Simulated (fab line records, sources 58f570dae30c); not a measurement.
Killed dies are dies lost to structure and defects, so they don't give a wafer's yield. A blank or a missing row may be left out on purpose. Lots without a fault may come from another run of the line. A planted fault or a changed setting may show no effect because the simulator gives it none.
Split-lot experiment | flow berkeley_cmos170 | 5 lots, 23 wafers read, on a route of 331 steps

THE SPLIT
At UCB170_PSD_EXPOSE_03 (exposes mask PSELECT MOD, target cd 1200 nm), the setting dose_mj was moved away from the recipe's 30 on 9 of the 23 wafers read, by -3.3% to +5.9%. The other wafers ran this setting at the recipe's value.

FROM THE SPLIT TO THE READING: what the file shows between them, 2 steps
- UCB170_PSD_PEB_04
- UCB170_PSD_DEVELOP_05: develop time 45 s

THE READING
cd_nm, in nm, at UCB170_PSD_CD_MEAS_06 (target cd 1200 nm). Fault-free wafers of this fab line usually give 1199.6 nm, standard deviation 1.6 nm.

wafer  | tool, chamber at the split | dose_mj as run | against the recipe | cd_nm, nm | against lot-mates on the recipe
L075.1 | krf_scanner-02, 0          | 29.36          | -2.1%              | 1195.1    | -3.8
L075.2 | krf_scanner-02, 0          | 29.36          | -2.1%              | 1195.3    | -3.6
L075.3 | krf_scanner-02, 0          | 29.36          | -2.1%              | 1195.9    | -3.0
L075.5 | krf_scanner-02, 0          | 30             | recipe             | 1198.8    | -
L075.6 | krf_scanner-02, 0          | 30             | recipe             | 1199.0    | -
L077.2 | krf_scanner-01, 0          | 30             | recipe             | 1202.8    | -
L077.3 | krf_scanner-01, 0          | 31.78          | +5.9%              | 1212.4    | +9.5
L077.4 | krf_scanner-01, 0          | 31.78          | +5.9%              | 1212.1    | +9.2
L077.5 | krf_scanner-01, 0          | 31.78          | +5.9%              | 1212.1    | +9.2
L077.6 | krf_scanner-01, 0          | 30             | recipe             | 1203.1    | -
L079.1 | krf_scanner-01, 0          | 30             | recipe             | 1197.3    | -
L079.2 | krf_scanner-01, 0          | 30             | recipe             | 1198.3    | -
L079.3 | krf_scanner-01, 0          | 30             | recipe             | 1199.3    | -
L079.5 | krf_scanner-01, 0          | 30             | recipe             | 1198.7    | -
L079.6 | krf_scanner-01, 0          | 30             | recipe             | 1198.7    | -
L076.1 | krf_scanner-01, 0          | 29.02          | -3.3%              | 1195.5    | -5.7
L076.3 | krf_scanner-01, 0          | 30             | recipe             | 1201.3    | -
L076.4 | krf_scanner-01, 0          | 29.02          | -3.3%              | 1193.9    | -7.3
L076.5 | krf_scanner-01, 0          | 30             | recipe             | 1201.1    | -
L076.6 | krf_scanner-01, 0          | 29.02          | -3.3%              | 1195.8    | -5.4
L084.1 | krf_scanner-02, 0          | 30             | recipe             | 1198.7    | -
L084.3 | krf_scanner-02, 0          | 30             | recipe             | 1201.4    | -
L084.6 | krf_scanner-02, 0          | 30             | recipe             | 1201.4    | -

THE FIT
A straight line over all 23 wafers: cd_nm changes by +1.95 nm for each +1% of dose_mj; r = +0.96; the points scatter about the line by 1.6 nm.
The same after taking each lot's own level away (the mean of its wafers on the recipe; 23 wafers): +1.63 nm for each +1%; r = +0.99; scatter 0.74 nm.
On that fit, the largest move of dose_mj shifts the reading by 9.7 nm.
The lots' own levels span 1198.46 to 1202.95 nm, that is 2.8 times the standard deviation above.
So the lot-to-lot level changes the slope: the two fits differ.
Check: with one of the wafers moved furthest among these (+5.9%) left out of the fit, the line predicts +9.57 nm for it against its lot-mates. It came out at +9.45 nm against them.

OTHER SPLITS ON THESE WAFERS
These wafers also went through other splits before the reading. Each is held against what the fit with the lots' levels taken away leaves over:
other split on the same wafers          | wafers away from the commonest value | r with cd_nm (lot level and that fit taken away)
UCB170_NWELL_COAT_07 spin_rpm           | 10                                   | +0.11
UCB170_NWELL_IMPLANT_14 energy_kev      | 5                                    | -0.05
UCB170_PWELL_CVD_05 pressure_mtorr      | 10                                   | -0.13
UCB170_PWELL_IMPLANT_15 dose_cm2        | 11                                   | +0.22
UCB170_WELLDRIVE_OXIDATION_01 ox_time_s | 10                                   | +0.03
UCB170_ACTIVE_STRIP_16 power_w          | 9                                    | +0.22
UCB170_NVT_IMPLANT_07 energy_kev        | 11                                   | +0.15
UCB170_PLDD_PEB_04 peb_temp_c           | 7                                    | -0.09

THE FILE'S OWN FIT
cd_nm changes by +1.64 nm for each +1% of dose_mj, r = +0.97.
